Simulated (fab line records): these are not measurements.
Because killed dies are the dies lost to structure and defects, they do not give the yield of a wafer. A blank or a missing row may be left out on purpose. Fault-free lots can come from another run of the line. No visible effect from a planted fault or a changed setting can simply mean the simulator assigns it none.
The tool behind it: which one? || flow berkeley-cmos170 || 15 lots with 45 wafers sampled at 5 steps, on a route of 331 steps

## WHAT THE GAUGES READ, wafer by wafer
UCB170_NSD_TW_MEAS_10. Usual: NSD_TW typically reads 4208, with standard deviation 23.
{"lot": "L199", "measured": "day 7 05:53", "on": "film-metro-01", "NSD_TW": "4239 4189 4222", "flag": ""}
{"lot": "L202", "measured": "day 7 06:07", "on": "film-metro-04", "NSD_TW": "4240 4231 4222", "flag": ""}
{"lot": "L200", "measured": "day 7 06:10", "on": "film-metro-01", "NSD_TW": "4214 4207 4199", "flag": ""}
{"lot": "L198", "measured": "day 7 06:20", "on": "film-metro-02", "NSD_TW": "4193 4195 4192", "flag": ""}
{"lot": "L205", "measured": "day 8 06:06", "on": "film-metro-02", "NSD_TW": "4180 4189 4196", "flag": ""}
{"lot": "L206", "measured": "day 8 06:14", "on": "film-metro-04", "NSD_TW": "4270 4248 4275", "flag": ""}
{"lot": "L207", "measured": "day 9 02:39", "on": "film-metro-01", "NSD_TW": "4224 4201 4202", "flag": ""}
{"lot": "L208", "measured": "day 9 02:53", "on": "film-metro-01", "NSD_TW": "4207 4224 4211", "flag": ""}
{"lot": "L212", "measured": "day 9 19:55", "on": "film-metro-01", "NSD_TW": "4214 4216 4221", "flag": ""}
{"lot": "L211", "measured": "day 9 20:41", "on": "film-metro-01", "NSD_TW": "4223 4229 4216", "flag": ""}
{"lot": "L213", "measured": "day 9 20:55", "on": "film-metro-02", "NSD_TW": "4183 4192 4183", "flag": ""}
{"lot": "L215", "measured": "day 10 08:03", "on": "film-metro-02", "NSD_TW": "4207 4199 4173", "flag": ""}
{"lot": "L217", "measured": "day 10 14:44", "on": "film-metro-02", "NSD_TW": "4197 4179 4190", "flag": ""}
{"lot": "L218", "measured": "day 10 15:12", "on": "film-metro-01", "NSD_TW": "4217 4208 4201", "flag": ""}
{"lot": "L220", "measured": "day 11 08:22", "on": "film-metro-01", "NSD_TW": "4196 4195 4181", "flag": ""}

UCB170_V1_THK_MEAS_01. Usual: V1_TEOS_THK typically reads 2003 nm, with standard deviation 23.
{"lot": "L199", "measured": "day 7 20:04", "on": "film-metro-03", "V1_TEOS_THK (nm)": "2005 1965 1996", "flag": ""}
{"lot": "L202", "measured": "day 7 20:04", "on": "film-metro-04", "V1_TEOS_THK (nm)": "1974 1984 1977", "flag": ""}
{"lot": "L200", "measured": "day 7 20:05", "on": "film-metro-02", "V1_TEOS_THK (nm)": "1992 2007 2002", "flag": ""}
{"lot": "L198", "measured": "day 7 20:14", "on": "film-metro-04", "V1_TEOS_THK (nm)": "1995 2005 2046", "flag": ""}
{"lot": "L205", "measured": "day 8 20:22", "on": "film-metro-03", "V1_TEOS_THK (nm)": "1694 1730 1720", "flag": "OFF"}
{"lot": "L206", "measured": "day 8 20:13", "on": "film-metro-04", "V1_TEOS_THK (nm)": "1687 1664 1709", "flag": "OFF"}
{"lot": "L207", "measured": "day 9 16:35", "on": "film-metro-04", "V1_TEOS_THK (nm)": "1659 1701 1703", "flag": "OFF"}
{"lot": "L208", "measured": "day 9 16:31", "on": "film-metro-03", "V1_TEOS_THK (nm)": "1991 1968 2004", "flag": ""}
{"lot": "L212", "measured": "day 10 16:17", "on": "film-metro-03", "V1_TEOS_THK (nm)": "2012 2028 2045", "flag": ""}
{"lot": "L211", "measured": "day 10 16:26", "on": "film-metro-02", "V1_TEOS_THK (nm)": "1999 1990 2035", "flag": ""}
{"lot": "L213", "measured": "day 10 16:21", "on": "film-metro-03", "V1_TEOS_THK (nm)": "1988 2001 2009", "flag": ""}
{"lot": "L215", "measured": "day 10 22:49", "on": "film-metro-03", "V1_TEOS_THK (nm)": "1981 2008 2023", "flag": ""}
{"lot": "L217", "measured": "day 11 04:19", "on": "film-metro-04", "V1_TEOS_THK (nm)": "2028 2038 2005", "flag": ""}
{"lot": "L218", "measured": "day 11 04:28", "on": "film-metro-04", "V1_TEOS_THK (nm)": "2047 2032 2036", "flag": ""}
{"lot": "L220", "measured": "day 11 22:20", "on": "film-metro-04", "V1_TEOS_THK (nm)": "1971 1993 1988", "flag": ""}

UCB170_V1_OVL_MEAS_13. Usual: V1_OVL typically reads -1 nm, with standard deviation 4.9.
{"lot": "L199", "measured": "day 7 22:28", "on": "overlay-01", "V1_OVL (nm)": "-2 -2 1", "flag": ""}
{"lot": "L202", "measured": "day 7 22:43", "on": "overlay-01", "V1_OVL (nm)": "-1 7 3", "flag": ""}
{"lot": "L200", "measured": "day 7 22:34", "on": "overlay-02", "V1_OVL (nm)": "3 5 6", "flag": ""}
{"lot": "L198", "measured": "day 7 22:50", "on": "overlay-02", "V1_OVL (nm)": "-12 -6 -13", "flag": ""}
{"lot": "L205", "measured": "day 9 00:39", "on": "overlay-01", "V1_OVL (nm)": "-3 10 11", "flag": ""}
{"lot": "L206", "measured": "day 9 00:18", "on": "overlay-01", "V1_OVL (nm)": "-4 -8 -4", "flag": ""}
{"lot": "L207", "measured": "day 9 21:27", "on": "overlay-02", "V1_OVL (nm)": "1 -5 2", "flag": ""}
{"lot": "L208", "measured": "day 9 20:40", "on": "overlay-02", "V1_OVL (nm)": "-3 -4 1", "flag": ""}
{"lot": "L212", "measured": "day 10 18:08", "on": "overlay-02", "V1_OVL (nm)": "-7 -6 0", "flag": ""}
{"lot": "L211", "measured": "day 10 19:34", "on": "overlay-02", "V1_OVL (nm)": "-10 0 -3", "flag": ""}
{"lot": "L213", "measured": "day 10 19:02", "on": "overlay-01", "V1_OVL (nm)": "1 -5 0", "flag": ""}
{"lot": "L215", "measured": "day 11 01:22", "on": "overlay-01", "V1_OVL (nm)": "-7 -3 -3", "flag": ""}
{"lot": "L217", "measured": "day 11 08:49", "on": "overlay-01", "V1_OVL (nm)": "1 3 0", "flag": ""}
{"lot": "L218", "measured": "day 11 08:53", "on": "overlay-02", "V1_OVL (nm)": "-2 -6 -4", "flag": ""}
{"lot": "L220", "measured": "day 12 01:02", "on": "overlay-01", "V1_OVL (nm)": "-10 -6 -4", "flag": ""}

## TOOL THAT RAN EACH LOT (tool first, then ch and the chambers of the sampled wafers, then the start)
{"lot": "L199", "UCB170_SILICIDE_RTA_04": "rtp-anneal-02 ch 0, day 7 07:56", "UCB170_V1_CVD_00": "pecvd-02 ch 0,1, day 7 19:55"}
{"lot": "L202", "UCB170_SILICIDE_RTA_04": "rtp-anneal-01 ch 0, day 7 08:11", "UCB170_V1_CVD_00": "pecvd-03 ch 0,1,2, day 7 19:55"}
{"lot": "L200", "UCB170_SILICIDE_RTA_04": "rtp-anneal-02 ch 0, day 7 08:25", "UCB170_V1_CVD_00": "pecvd-04 ch 0,1, day 7 19:55"}
{"lot": "L198", "UCB170_SILICIDE_RTA_04": "rtp-anneal-01 ch 0, day 7 08:35", "UCB170_V1_CVD_00": "pecvd-02 ch 1,2, day 7 20:04"}
{"lot": "L205", "UCB170_SILICIDE_RTA_04": "rtp-anneal-02 ch 0, day 8 08:20", "UCB170_V1_CVD_00": "pecvd-04 ch 0,2, day 8 20:13"}
{"lot": "L206", "UCB170_SILICIDE_RTA_04": "rtp-anneal-01 ch 0, day 8 08:20", "UCB170_V1_CVD_00": "pecvd-04 ch 1,2, day 8 20:03"}
{"lot": "L207", "UCB170_SILICIDE_RTA_04": "rtp-anneal-01 ch 0, day 9 04:40", "UCB170_V1_CVD_00": "pecvd-04 ch 0,2, day 9 16:21"}
{"lot": "L208", "UCB170_SILICIDE_RTA_04": "rtp-anneal-02 ch 0, day 9 05:01", "UCB170_V1_CVD_00": "pecvd-02 ch 0,1,2, day 9 16:21"}
{"lot": "L212", "UCB170_SILICIDE_RTA_04": "rtp-anneal-01 ch 0, day 9 22:20", "UCB170_V1_CVD_00": "pecvd-03 ch 1,2, day 10 16:07"}
{"lot": "L211", "UCB170_SILICIDE_RTA_04": "rtp-anneal-02 ch 0, day 9 23:05", "UCB170_V1_CVD_00": "pecvd-03 ch 0,1, day 10 16:16"}
{"lot": "L213", "UCB170_SILICIDE_RTA_04": "rtp-anneal-01 ch 0, day 9 23:32", "UCB170_V1_CVD_00": "pecvd-02 ch 0,2, day 10 16:07"}
{"lot": "L215", "UCB170_SILICIDE_RTA_04": "rtp-anneal-01 ch 0, day 10 10:41", "UCB170_V1_CVD_00": "pecvd-02 ch 0,1,2, day 10 22:38"}
{"lot": "L217", "UCB170_SILICIDE_RTA_04": "rtp-anneal-02 ch 0, day 10 16:40", "UCB170_V1_CVD_00": "pecvd-03 ch 0,1,2, day 11 04:12"}
{"lot": "L218", "UCB170_SILICIDE_RTA_04": "rtp-anneal-02 ch 0, day 10 17:09", "UCB170_V1_CVD_00": "pecvd-03 ch 0,1,2, day 11 04:22"}
{"lot": "L220", "UCB170_SILICIDE_RTA_04": "rtp-anneal-01 ch 0, day 11 10:48", "UCB170_V1_CVD_00": "pecvd-02 ch 0,2, day 11 22:06"}
- UCB170_SILICIDE_RTA_04: time 15 s.
- UCB170_V1_CVD_00: deposits SiO2 from TEOS/O2, target thk 2000 nm, time 250 s.

## AS READ BY THE TOOLS THEMSELVES (means over the sampled wafers that have a number; for cases with no such wafer, the mark the record gives instead)
UCB170_SILICIDE_RTA_04. Usual: lamp-power-pct 11.7 %, standard deviation 0.85; wafer_temp_C_max 652.8, standard deviation 0.66.
{"lot": "L199", "tool": "rtp-anneal-02", "lamp-power-pct (%)": 11.0, "wafer_temp_C_max": 652.4, "flag": ""}
{"lot": "L202", "tool": "rtp-anneal-01", "lamp-power-pct (%)": 12.7, "wafer_temp_C_max": 653.5, "flag": ""}
{"lot": "L200", "tool": "rtp-anneal-02", "lamp-power-pct (%)": 11.0, "wafer_temp_C_max": 653.1, "flag": ""}
{"lot": "L198", "tool": "rtp-anneal-01", "lamp-power-pct (%)": 12.7, "wafer_temp_C_max": 653.5, "flag": ""}
{"lot": "L205", "tool": "rtp-anneal-02", "lamp-power-pct (%)": 11.0, "wafer_temp_C_max": 652.7, "flag": ""}
{"lot": "L206", "tool": "rtp-anneal-01", "lamp-power-pct (%)": 12.7, "wafer_temp_C_max": 653.4, "flag": ""}
{"lot": "L207", "tool": "rtp-anneal-01", "lamp-power-pct (%)": 12.7, "wafer_temp_C_max": 653.5, "flag": ""}
{"lot": "L208", "tool": "rtp-anneal-02", "lamp-power-pct (%)": 11.0, "wafer_temp_C_max": 652.2, "flag": ""}
{"lot": "L212", "tool": "rtp-anneal-01", "lamp-power-pct (%)": 12.7, "wafer_temp_C_max": 653.7, "flag": ""}
{"lot": "L211", "tool": "rtp-anneal-02", "lamp-power-pct (%)": 11.0, "wafer_temp_C_max": 653.0, "flag": ""}
{"lot": "L213", "tool": "rtp-anneal-01", "lamp-power-pct (%)": 12.7, "wafer_temp_C_max": 653.0, "flag": ""}
{"lot": "L215", "tool": "rtp-anneal-01", "lamp-power-pct (%)": 12.7, "wafer_temp_C_max": 653.8, "flag": ""}
{"lot": "L217", "tool": "rtp-anneal-02", "lamp-power-pct (%)": 11.0, "wafer_temp_C_max": 652.2, "flag": ""}
{"lot": "L218", "tool": "rtp-anneal-02", "lamp-power-pct (%)": 11.0, "wafer_temp_C_max": 652.7, "flag": ""}
{"lot": "L220", "tool": "rtp-anneal-01", "lamp-power-pct (%)": 12.7, "wafer_temp_C_max": 652.9, "flag": ""}

UCB170_V1_CVD_00. Usual: heater-power-w 230 W, standard deviation 63; run-length-s 277.9 s, standard deviation 0.67.
{"lot": "L199", "tool": "pecvd-02", "heater-power-w (W)": 191, "run-length-s (s)": 278.4, "flag": ""}
{"lot": "L202", "tool": "pecvd-03", "heater-power-w (W)": 335, "run-length-s (s)": 278.2, "flag": ""}
{"lot": "L200", "tool": "pecvd-04", "heater-power-w (W)": 246, "run-length-s (s)": 277.1, "flag": ""}
{"lot": "L198", "tool": "pecvd-02", "heater-power-w (W)": 203, "run-length-s (s)": 278.0, "flag": ""}
{"lot": "L205", "tool": "pecvd-04", "heater-power-w (W)": 199, "run-length-s (s)": 237.8, "flag": "OFF"}
{"lot": "L206", "tool": "pecvd-04", "heater-power-w (W)": 181, "run-length-s (s)": 237.6, "flag": "OFF"}
{"lot": "L207", "tool": "pecvd-04", "heater-power-w (W)": 205, "run-length-s (s)": 237.8, "flag": "OFF"}
{"lot": "L208", "tool": "pecvd-02", "heater-power-w (W)": 221, "run-length-s (s)": 278.1, "flag": ""}
{"lot": "L212", "tool": "pecvd-03", "heater-power-w (W)": 294, "run-length-s (s)": 278.7, "flag": ""}
{"lot": "L211", "tool": "pecvd-03", "heater-power-w (W)": 325, "run-length-s (s)": 278.4, "flag": ""}
{"lot": "L213", "tool": "pecvd-02", "heater-power-w (W)": 164, "run-length-s (s)": 277.9, "flag": ""}
{"lot": "L215", "tool": "pecvd-02", "heater-power-w (W)": 205, "run-length-s (s)": 278.3, "flag": ""}
{"lot": "L217", "tool": "pecvd-03", "heater-power-w (W)": 319, "run-length-s (s)": 278.3, "flag": ""}
{"lot": "L218", "tool": "pecvd-03", "heater-power-w (W)": 256, "run-length-s (s)": 278.1, "flag": ""}
{"lot": "L220", "tool": "pecvd-02", "heater-power-w (W)": 172, "run-length-s (s)": 277.8, "flag": ""}

## THE ANSWER, worked out from the rows above alone
Rule: lot off if the mean of its wafers having a number is beyond 3 standard deviations from the usual mean. Also off: a lot with no number at a reading for which 4 or more lots have one. All remaining lots with rows at the step are treated as sound. After the gauges, taken in route order, come the tools' own readings; for these a lot's mean is taken, as printed above. The first step at which some lot is off is used, and at that step the reading that is off furthest; a lot without a number counts as furthest.
Off: at UCB170_V1_THK_MEAS_01 (V1_TEOS_THK), L205, L206, L207.
A tool fits if, at a process step before that reading, it ran every lot that is off, and no sound lot after the first of them. The gauges at UCB170_V1_THK_MEAS_01 aren't tried: what is off there is off at UCB170_V1_CVD_00 too, on other tools, and a gauge's error can't cause that. One fits: UCB170_V1_CVD_00 on pecvd-04. Its last sound lot is L200 (day 7 19:55), its first lot that is off L206 (day 8 20:03): a fault that began between those two fits.
The tool's own readings at UCB170_V1_CVD_00 bear it out: on the lots that are off they differ by more than 5 times the standard deviation of the sound lots' means. run-length-s reads 237.7 s there against 278.1 s on the sound lots.

## WHAT THE SIMULATOR HAD PUT IN
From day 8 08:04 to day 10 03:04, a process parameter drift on pecvd-04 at UCB170_V1_CVD_00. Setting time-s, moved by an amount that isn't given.
Lots struck among those shown: L205, L206, L207. The rule above found the same.
